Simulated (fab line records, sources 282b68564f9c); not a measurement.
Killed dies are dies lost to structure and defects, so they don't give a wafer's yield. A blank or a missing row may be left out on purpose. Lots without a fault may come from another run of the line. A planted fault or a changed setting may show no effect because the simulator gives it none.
Tool commonality check | flow rit_cmos | 15 lots, 45 wafers sampled

WHY IT WAS OPENED
At RIT_NWELL_TW_MEAS_10 the reading NWELL_TW is flagged on 3 of 15 lots. Wafers without a fault read 2146, standard deviation 12.
Rule: a lot is flagged when every wafer of it that has a number lies more than 4 standard deviations from that mean, or none has a number. The other lots count as sound.

lot  | measured    | on            | NWELL_TW, wafer by wafer | flag
L109 | day 1 22:04 | film_metro-04 | 2121 2115 2127           |
L111 | day 2 06:52 | film_metro-03 | 2163 2164 2155           |
L112 | day 2 13:19 | film_metro-02 | 2151 2153 2140           |
L113 | day 2 17:41 | film_metro-02 | 2157 2150 2151           |
L114 | day 2 23:52 | film_metro-03 | 2158 2143 2160           |
L116 | day 3 08:46 | film_metro-02 | 2160 2159 2148           |
L117 | day 3 12:58 | film_metro-03 | 2162 2157 2158           |
L118 | day 3 18:06 | film_metro-02 | 2265 2268 2249           | FLAGGED
L121 | day 4 09:52 | film_metro-03 | 2247 2240 2259           | FLAGGED
L122 | day 4 14:35 | film_metro-03 | 2245 2253 2239           | FLAGGED
L124 | day 5 00:02 | film_metro-04 | 2145 2149 2152           |
L126 | day 5 10:37 | film_metro-03 | 2140 2134 2140           |
L129 | day 6 02:40 | film_metro-03 | 2153 2149 2151           |
L130 | day 6 07:17 | film_metro-03 | 2153 2156 2149           |
L131 | day 6 11:40 | film_metro-04 | 2139 2151 2160           |
The numbers of the flagged lots are 2252 on average: +106 against the usual, or +9 standard deviations.

WHICH TOOL RAN EACH LOT
The record holds 1 process step before the reading, out of a route of 202 steps. In each cell: the tool, then ch and the chambers that the sampled wafers went through, then the start.
lot  | flag    | RIT_NWELL_IMPLANT_08
L109 |         | implanter-03 ch 0, day 1 21:47
L111 |         | implanter-04 ch 0, day 2 06:34
L112 |         | implanter-04 ch 0, day 2 13:02
L113 |         | implanter-04 ch 0, day 2 17:25
L114 |         | implanter-03 ch 0, day 2 23:33
L116 |         | implanter-01 ch 0, day 3 08:26
L117 |         | implanter-01 ch 0, day 3 12:38
L118 | FLAGGED | implanter-04 ch 0, day 3 17:47
L121 | FLAGGED | implanter-04 ch 0, day 4 09:34
L122 | FLAGGED | implanter-04 ch 0, day 4 14:15
L124 |         | implanter-01 ch 0, day 4 23:43
L126 |         | implanter-03 ch 0, day 5 10:18
L129 |         | implanter-01 ch 0, day 6 02:20
L130 |         | implanter-01 ch 0, day 6 06:58
L131 |         | implanter-03 ch 0, day 6 11:23
What these steps do:
- RIT_NWELL_IMPLANT_08
- RIT_NWELL_TW_MEAS_10

FLAGGED OVER TOTAL, TOOL BY TOOL (the gauges that took the reading come last)
step                 | tool          | lots run | flagged | share of the flagged lots | sound lots run after its first flagged lot
RIT_NWELL_IMPLANT_08 | implanter-01  | 5        | 0       | none                      | -
RIT_NWELL_IMPLANT_08 | implanter-03  | 4        | 0       | none                      | -
RIT_NWELL_IMPLANT_08 | implanter-04  | 6        | 3       | all                       | 0
RIT_NWELL_TW_MEAS_10 | film_metro-02 | 4        | 1       | some                      | 0
RIT_NWELL_TW_MEAS_10 | film_metro-03 | 8        | 2       | some                      | 3 (L126,L129,L130)
RIT_NWELL_TW_MEAS_10 | film_metro-04 | 3        | 0       | none                      | -

WHAT THE TABLE ALLOWS
1 row of the table ran every flagged lot: implanter-04 at RIT_NWELL_IMPLANT_08.
- implanter-04 at RIT_NWELL_IMPLANT_08: 3 of its 6 lots flagged. Its last sound lot is L113 (day 2 17:25), its first flagged lot L118 (day 3 17:47): a fault that began between those two fits. Its own readings lie more than 4 standard deviations out on every wafer of the flagged lots: dose_ions_cm2, faraday_current_uA.
One tool is left: implanter-04 at RIT_NWELL_IMPLANT_08.

WHAT THE SIMULATOR HAD PUT IN
Process parameter drift: implanter-04, from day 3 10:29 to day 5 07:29, at RIT_NWELL_IMPLANT_08. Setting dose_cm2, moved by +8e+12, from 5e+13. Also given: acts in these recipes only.
Lots struck among those shown: L118, L121, L122. The rule above found the same.
